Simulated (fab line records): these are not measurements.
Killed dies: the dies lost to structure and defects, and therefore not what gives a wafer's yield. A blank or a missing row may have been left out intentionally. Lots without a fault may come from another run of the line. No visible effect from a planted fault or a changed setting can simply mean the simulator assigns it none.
The tool behind it: which one? / flow berkeley-cmos170 / 45 wafers from 15 lots sampled at 4 of the route's 331 steps

## WHAT EACH GAUGE READ, for each wafer
UCB170_PVT_OVL_MEAS_06. Usual: for PVT_OVL the level is -2 nm and the standard deviation is 6.1.
lot=L521; measured=day 5 10:04; on=overlay-01; PVT_OVL (nm)=-13 -6 -13; flag=
lot=L522; measured=day 5 20:05; on=overlay-02; PVT_OVL (nm)=-14 -16 -15; flag=
lot=L524; measured=day 6 02:19; on=overlay-01; PVT_OVL (nm)=-3 -14 -1; flag=
lot=L523; measured=day 6 02:47; on=overlay-01; PVT_OVL (nm)=-1 -1 -4; flag=
lot=L526; measured=day 6 16:14; on=overlay-02; PVT_OVL (nm)=8 3 3; flag=
lot=L527; measured=day 7 08:22; on=overlay-01; PVT_OVL (nm)=0 -3 5; flag=
lot=L531; measured=day 7 16:05; on=overlay-01; PVT_OVL (nm)=-1 0 -2; flag=
lot=L532; measured=day 8 00:48; on=overlay-02; PVT_OVL (nm)=-4 -5 2; flag=
lot=L534; measured=day 8 08:05; on=overlay-02; PVT_OVL (nm)=3 3 2; flag=
lot=L535; measured=day 9 03:54; on=overlay-01; PVT_OVL (nm)=-4 -6 -3; flag=
lot=L540; measured=day 9 08:15; on=overlay-01; PVT_OVL (nm)=-1 -5 -3; flag=
lot=L541; measured=day 9 08:25; on=overlay-01; PVT_OVL (nm)=-3 4 -8; flag=
lot=L539; measured=day 9 08:45; on=overlay-02; PVT_OVL (nm)=-2 -1 -7; flag=
lot=L543; measured=day 9 21:26; on=overlay-01; PVT_OVL (nm)=-6 -3 2; flag=
lot=L544; measured=day 10 08:13; on=overlay-02; PVT_OVL (nm)=-11 -5 -2; flag=

UCB170_GATE_CD_MEAS_12 targets a cd of 350 nm. Usual: cd-nm at 350.4 nm, with a standard deviation of 1.6.
lot=L521; measured=day 5 22:55; on=cd-sem-01; cd-nm (nm)=350.3 350.8 350.8; flag=
lot=L522; measured=day 6 05:55; on=cd-sem-01; cd-nm (nm)=350.6 350.9 351.5; flag=
lot=L524; measured=day 6 13:23; on=cd-sem-01; cd-nm (nm)=350.0 350.8 350.3; flag=
lot=L523; measured=day 6 13:15; on=cd-sem-01; cd-nm (nm)=349.5 350.0 350.2; flag=
lot=L526; measured=day 7 03:23; on=cd-sem-01; cd-nm (nm)=350.9 352.5 351.9; flag=
lot=L527; measured=day 7 19:56; on=cd-sem-01; cd-nm (nm)=346.2 347.3 348.8; flag=
lot=L531; measured=day 8 03:36; on=cd-sem-01; cd-nm (nm)=354.0 354.2 352.9; flag=
lot=L532; measured=day 8 15:57; on=cd-sem-01; cd-nm (nm)=352.2 351.7 351.5; flag=
lot=L534; measured=day 8 23:02; on=cd-sem-01; cd-nm (nm)=348.7 349.3 350.1; flag=
lot=L535; measured=day 9 13:45; on=cd-sem-01; cd-nm (nm)=347.4 349.4 348.7; flag=
lot=L540; measured=day 9 17:24; on=cd-sem-02; cd-nm (nm)=348.0 348.6 348.7; flag=
lot=L541; measured=day 9 17:07; on=cd-sem-01; cd-nm (nm)=349.6 348.7 348.2; flag=
lot=L539; measured=day 9 17:31; on=cd-sem-02; cd-nm (nm)=348.9 349.5 349.5; flag=
lot=L543; measured=day 10 09:48; on=cd-sem-02; cd-nm (nm)=351.9 351.3 352.2; flag=
lot=L544; measured=day 10 15:58; on=cd-sem-02; cd-nm (nm)=351.5 350.6 350.3; flag=

UCB170_NLDD_CD_MEAS_06 targets a cd of 1200 nm. Usual: cd-nm at 1199.8 nm, with a standard deviation of 1.6.
lot=L521; measured=day 6 04:22; on=cd-sem-02; cd-nm (nm)=1199.4 1198.9 1197.7; flag=
lot=L522; measured=day 6 09:41; on=cd-sem-01; cd-nm (nm)=1200.2 1199.3 1200.6; flag=
lot=L524; measured=day 6 18:46; on=cd-sem-01; cd-nm (nm)=1198.3 1199.7 1198.1; flag=
lot=L523; measured=day 6 18:15; on=cd-sem-01; cd-nm (nm)=1199.0 1198.7 1198.4; flag=
lot=L526; measured=day 7 09:35; on=cd-sem-01; cd-nm (nm)=1201.0 1202.4 1201.0; flag=
lot=L527; measured=day 7 23:21; on=cd-sem-01; cd-nm (nm)=1199.8 1200.0 1199.6; flag=
lot=L531; measured=day 8 08:30; on=cd-sem-01; cd-nm (nm)=1199.1 1199.6 1199.9; flag=
lot=L532; measured=day 8 19:53; on=cd-sem-01; cd-nm (nm)=1200.9 1201.1 1201.4; flag=
lot=L534; measured=day 9 03:27; on=cd-sem-01; cd-nm (nm)=1201.3 1201.5 1202.8; flag=
lot=L535; measured=day 9 22:02; on=cd-sem-01; cd-nm (nm)=1201.9 1200.8 1199.6; flag=
lot=L540; measured=day 9 23:26; on=cd-sem-02; cd-nm (nm)=1197.6 1198.5 1199.4; flag=
lot=L541; measured=day 9 23:09; on=cd-sem-02; cd-nm (nm)=1200.8 1199.3 1200.0; flag=
lot=L539; measured=day 9 22:53; on=cd-sem-02; cd-nm (nm)=1201.1 1202.3 1200.3; flag=
lot=L543; measured=day 10 14:28; on=cd-sem-02; cd-nm (nm)=1201.7 1202.6 1202.2; flag=
lot=L544; measured=day 10 21:08; on=cd-sem-02; cd-nm (nm)=1198.8 1197.6 1200.6; flag=

## EACH LOT AND THE TOOL THAT RAN IT (in order: tool; ch and the chambers of the sampled wafers; start)
lot=L521; UCB170_PLDD_DEVELOP_05=litho-track-03 ch 0, day 6 01:00
lot=L522; UCB170_PLDD_DEVELOP_05=litho-track-03 ch 0, day 6 07:00
lot=L524; UCB170_PLDD_DEVELOP_05=litho-track-03 ch 0, day 6 16:00
lot=L523; UCB170_PLDD_DEVELOP_05=litho-track-01 ch 0, day 6 16:00
lot=L526; UCB170_PLDD_DEVELOP_05=litho-track-03 ch 0, day 7 05:00
lot=L527; UCB170_PLDD_DEVELOP_05=litho-track-04 ch 0, day 7 21:00
lot=L531; UCB170_PLDD_DEVELOP_05=litho-track-03 ch 0, day 8 04:00
lot=L532; UCB170_PLDD_DEVELOP_05=litho-track-03, day 8 17:00
lot=L534; UCB170_PLDD_DEVELOP_05=litho-track-01, day 9 00:00
lot=L535; UCB170_PLDD_DEVELOP_05=litho-track-04, day 9 18:00
lot=L540; UCB170_PLDD_DEVELOP_05=litho-track-01 ch 0, day 9 19:00
lot=L541; UCB170_PLDD_DEVELOP_05=litho-track-03 ch 0, day 9 19:00
lot=L539; UCB170_PLDD_DEVELOP_05=litho-track-04 ch 0, day 9 19:00
lot=L543; UCB170_PLDD_DEVELOP_05=litho-track-03 ch 0, day 10 11:00
lot=L544; UCB170_PLDD_DEVELOP_05=litho-track-01 ch 0, day 10 18:00
- UCB170_PLDD_DEVELOP_05: develop time 45 s.

## AS READ BY THE TOOLS THEMSELVES (means over the sampled wafers that have a number; for cases with no such wafer, the mark the record gives instead)
UCB170_PLDD_DEVELOP_05. Usual: chill-plate-temp-C 23.01 C, standard deviation 0.099; exhaust-pa 45.0 Pa, standard deviation 0.88.
lot=L521; tool=litho-track-03; chill-plate-temp-C (C)=23.03; exhaust-pa (Pa)=45.0; flag=
lot=L522; tool=litho-track-03; chill-plate-temp-C (C)=23.11; exhaust-pa (Pa)=44.1; flag=
lot=L524; tool=litho-track-03; chill-plate-temp-C (C)=23.01; exhaust-pa (Pa)=45.2; flag=
lot=L523; tool=litho-track-01; chill-plate-temp-C (C)=22.99; exhaust-pa (Pa)=45.6; flag=
lot=L526; tool=litho-track-03; chill-plate-temp-C (C)=23.02; exhaust-pa (Pa)=45.5; flag=
lot=L527; tool=litho-track-04; chill-plate-temp-C (C)=23.02; exhaust-pa (Pa)=43.9; flag=
lot=L531; tool=litho-track-03; chill-plate-temp-C (C)=23.01; exhaust-pa (Pa)=44.3; flag=
lot=L532; tool=litho-track-03; chill-plate-temp-C (C)=-; exhaust-pa (Pa)=-; flag=OFF
lot=L534; tool=litho-track-01; chill-plate-temp-C (C)=-; exhaust-pa (Pa)=-; flag=OFF
lot=L535; tool=litho-track-04; chill-plate-temp-C (C)=-; exhaust-pa (Pa)=-; flag=OFF
lot=L540; tool=litho-track-01; chill-plate-temp-C (C)=23.00; exhaust-pa (Pa)=45.1; flag=
lot=L541; tool=litho-track-03; chill-plate-temp-C (C)=22.93; exhaust-pa (Pa)=44.4; flag=
lot=L539; tool=litho-track-04; chill-plate-temp-C (C)=23.18; exhaust-pa (Pa)=44.6; flag=
lot=L543; tool=litho-track-03; chill-plate-temp-C (C)=23.11; exhaust-pa (Pa)=46.5; flag=
lot=L544; tool=litho-track-01; chill-plate-temp-C (C)=22.99; exhaust-pa (Pa)=46.2; flag=

## THE ANSWER, worked out from the rows above alone
Rule: lot off if the mean of its wafers having a number is beyond 3 standard deviations from the usual mean. Also off: a lot with no number at a reading for which 4 or more lots have one. Where the step has rows for the other lots, those lots are counted as sound. After the gauges, taken in route order, come the tools' own readings; for these a lot's mean is taken, as printed above. At the first step where some lot is off, the reading lying furthest off is the one used; lots without a number count as furthest.
Off: L532, L534, L535 (UCB170_PLDD_DEVELOP_05, chill-plate-temp-C). Without a number there: L532, L534, L535.
A tool fits if, at that step or a process step before it, it ran every lot that is off, and no sound lot after the first of them. No candidate that was tried fits.

## WHAT THE SIMULATOR HAD PUT IN
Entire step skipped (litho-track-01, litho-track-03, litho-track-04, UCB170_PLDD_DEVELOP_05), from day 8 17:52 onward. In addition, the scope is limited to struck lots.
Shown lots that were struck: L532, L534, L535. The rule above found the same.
